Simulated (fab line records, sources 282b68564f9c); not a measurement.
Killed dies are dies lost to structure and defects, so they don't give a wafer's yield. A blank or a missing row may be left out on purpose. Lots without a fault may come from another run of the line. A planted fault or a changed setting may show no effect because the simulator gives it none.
A struck lot beside a sound one | flow rit_cmos | 27 steps out of a route of 202
Sound: wafers L256.2, L256.5, L256.6. Struck: wafers L254.1, L254.3, L254.6. The cause comes at the end.
At each step with rows: each side's tool, then ch and its chambers, then its first start. Under that, the readings that differ: sound wafers | struck wafers | difference of the means | sigmas: that difference in standard deviations of wafers without a fault.
alike: readings whose means differ by less than 2 such deviations, and words and numbers that are the same on both sides. not compared: withheld readings, readings that some wafer has no value for, bounds like >300 that may hide the same value, and numbers for which the record gives no deviation and whose values overlap.
The two part at a step that has a row with sigmas, a row that says differs or no value, or rows on one side only. Numbers that don't overlap but have no deviation are shown without sigmas and don't part them. A reading that every wafer of one side lacks parts them only if that side has two wafers or more.

RIT_ACTIVE_BOW_MEAS_00:
  sound on film_metro-01, day 4 13:01; struck on film_metro-01, day 4 03:00
  alike: INCOMING_BOW
then, 1 step without rows for these wafers: RIT_ACTIVE_OXIDATION_01 (target thk 46.8 nm, ox time 3360 s).
RIT_ACTIVE_THK_MEAS_02:
  sound on film_metro-03, day 4 15:04; struck on film_metro-01, day 4 05:13
  reading               | sound          | struck         | difference | sigmas
  ACTIVE_OXIDE_THK (nm) | 46.6 46.4 47.1 | 48.9 49.8 49.2 | +2.6       | +3
RIT_ACTIVE_CVD_03: deposits Si3N4 from SiH2Cl2/NH3, target thk 150 nm, time 1500 s.
  sound on lpcvd-01 ch 1, day 4 15:07; struck on lpcvd-02 ch 1, day 4 05:17
  reading                                  | sound             | struck            | difference | sigmas
  model.Si3N4_of_ACTIVE_CVD_03.thk_nm (nm) | 146.3 146.4 147.1 | 120.4 120.4 120.5 | -26.2      |
  alike: zone_power_load_pct
RIT_ACTIVE_THK_MEAS_04:
  sound on film_metro-02, day 4 16:32; struck on film_metro-02, day 4 07:24
  reading                 | sound             | struck            | difference | sigmas
  ACTIVE_NITRIDE_THK (nm) | 146.4 146.3 147.1 | 120.4 120.4 120.5 | -26.2      | -20
then, 6 steps without rows for these wafers: RIT_ACTIVE_HMDS_05 (prime time 60 s); RIT_ACTIVE_COAT_06 (resist thk 1000 nm); RIT_ACTIVE_SOFTBAKE_07 (time 60 s); RIT_ACTIVE_EXPOSE_08 (exposes mask M1, target cd 1400 nm); RIT_ACTIVE_PEB_09; RIT_ACTIVE_DEVELOP_10 (develop time 50 s).
RIT_ACTIVE_CD_MEAS_11: target cd 1400 nm.
  sound on cd_sem-02, day 4 17:28; struck on cd_sem-01, day 4 08:19
  alike: cd_nm
then, 1 step without rows for these wafers: RIT_ACTIVE_HARDBAKE_12 (time 60 s).
RIT_ACTIVE_ETCH_13: etches Si3N4 in SF6, stops on SiO2, time 210 s, target depth 210 nm.
  sound on rie_diel-04 ch 0,2,3, day 4 17:43; struck on rie_diel-02 ch 0,3, day 4 08:35
  reading                            | sound             | struck            | difference | sigmas
  drypump_motor_current_A (A)        | 5.8 6.2 5.5       | 4.7 5.7 4.7       | -0.8       | -2
  oes_product_au (a.u.)              | 0.797 0.807 0.794 | 0.739 0.739 0.740 | -0.060     | -5
  model.etch.depth_nm (nm)           | 146.3 146.4 147.1 | 120.4 120.4 120.5 | -26.2      |
  model.ACTIVE.feature_depth_nm (nm) | 146.3 146.4 147.1 | 121.7 120.4 121.9 | -25.3      |
  alike: throttle_valve_pct
  not compared: rf_hours_counter_h
RIT_ACTIVE_STRIP_14: strips in O2, time 180 s.
  sound on plasma_asher-01 ch 0,1, day 4 17:50; struck on plasma_asher-01 ch 0,1, day 4 08:43
  alike: drypump_motor_current_A
  not compared: rf_hours_counter_h
RIT_ACTIVE_CD_MEAS_90: target cd 1400 nm.
  sound on cd_sem-02, day 4 18:02; struck on cd_sem-02, day 4 08:53
  alike: cd_nm
then, 4 steps without rows for these wafers: RIT_ACTIVE_CLEAN_15 (cleans in SC1, time 600 s); RIT_ACTIVE_CLEAN_16 (cleans in dHF, time 30 s); RIT_ACTIVE_CLEAN_17 (cleans in SC2, time 600 s); RIT_FOX1_OXIDATION_00 (target thk 350.7 nm, ox time 1130 s).
RIT_FOX1_THK_MEAS_01:
  sound on film_metro-02, day 4 19:52; struck on film_metro-02, day 4 10:53
  alike: FOX1_OXIDE_THK
then, 2 steps without rows for these wafers: RIT_FOX1_WET_ETCH_02 (etches SiO2 in BOE, target depth 350 nm, time 390 s); RIT_FOX2_OXIDATION_00 (target thk 350.7 nm, ox time 1130 s).
RIT_FOX2_THK_MEAS_01:
  sound on film_metro-03, day 4 21:21; struck on film_metro-03, day 4 12:22
  alike: FOX2_OXIDE_THK
RIT_FOX2_CLEAN_02: cleans in dHF, time 180 s.
  sound on wet_bench-03 ch 1, day 4 21:24; struck on wet_bench-02 ch 1, day 4 12:26
  reading                                  | sound           | struck          | difference | sigmas
  model.Si3N4_of_ACTIVE_CVD_03.thk_nm (nm) | 126.9 127 127.7 | 100.9 100.9 101 | -26.3      |
then, 1 step without rows for these wafers: RIT_FOX2_WET_ETCH_03 (etches Si3N4 in H3PO4, target depth 195 nm, time 2700 s).
RIT_M1_PROBE_99:
  sound on prober-01, day 6 13:48; struck on prober-01, day 6 03:40
  reading                             | sound          | struck         | difference | sigmas
  model.etest.nldd.width_nm (nm)      | 3157 3153 3159 | 3093 3080 3097 | -66        |
  model.etest.pldd.width_nm (nm)      | 3142 3156 3169 | 3090 3079 3098 | -67        |
  model.etest.pplus_sal.width_nm (nm) | 3435 3443 3424 | 3402 3384 3388 | -43        |
  alike: killed_at_M0_to_M3, killed_at_front_end, killed_dies, killed_on_rim, killed_open, killed_short
  not compared: model.etest.nplus_sal.width_nm

WHERE THEY PART
First at RIT_ACTIVE_THK_MEAS_02; last, within this record, at RIT_ACTIVE_ETCH_13. Later steps at which nothing parts them and some readings are alike: RIT_ACTIVE_STRIP_14, RIT_ACTIVE_CD_MEAS_90, RIT_FOX1_THK_MEAS_01, RIT_FOX2_THK_MEAS_01, RIT_M1_PROBE_99.

WHY: what the simulator had put in
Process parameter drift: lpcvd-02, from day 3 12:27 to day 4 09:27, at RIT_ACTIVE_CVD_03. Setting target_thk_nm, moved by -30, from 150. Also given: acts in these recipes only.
